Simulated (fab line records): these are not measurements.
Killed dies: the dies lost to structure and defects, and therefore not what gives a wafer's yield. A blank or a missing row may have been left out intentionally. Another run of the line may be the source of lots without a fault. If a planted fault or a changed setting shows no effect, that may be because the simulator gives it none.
Which tool is to blame?	flow berkeley_cmos170	route of 331 steps, sampled at 1 step: 6 lots, 18 wafers

## WHAT THE GAUGES SHOWED, per wafer
UCB170_PWELL_OVL_MEAS_13.
lot	measured	on	PWELL_OVL (nm)
L320	day 4 06:53	overlay-01	-2 0 -1
L321	day 4 08:08	overlay-01	-1 0 -6
L324	day 4 13:53	overlay-01	2 3 11
L329	day 5 14:11	overlay-02	-1 -1 5
L336	day 7 07:53	overlay-01	-6 4 -10
L339	day 8 03:22	overlay-02	-3 -3 -6

## EACH LOT AND THE TOOL THAT RAN IT (in order: tool; ch and the chambers of the sampled wafers; start)
There is no process step in the record ahead of these readings.

## THE ANSWER, worked out from the rows above alone
Rule: the usual values come from the lots themselves. Put in order of their means at a reading, lots are off if they are a third of the lots or fewer, leave a main group of 4 or more, and stand apart from it by a gap of 3 or more times the standard deviation of the main group's means; of several such gaps the widest counts. If all means in a main group match to the digits the tables above print for the reading, that group is not used. A lot without any number at a reading at which 4 lots or more have one is off too. All remaining lots with rows at the step are treated as sound.
None of the lots is off at any reading shown; this tells nothing.

## WHAT WAS PUT IN BY THE SIMULATOR
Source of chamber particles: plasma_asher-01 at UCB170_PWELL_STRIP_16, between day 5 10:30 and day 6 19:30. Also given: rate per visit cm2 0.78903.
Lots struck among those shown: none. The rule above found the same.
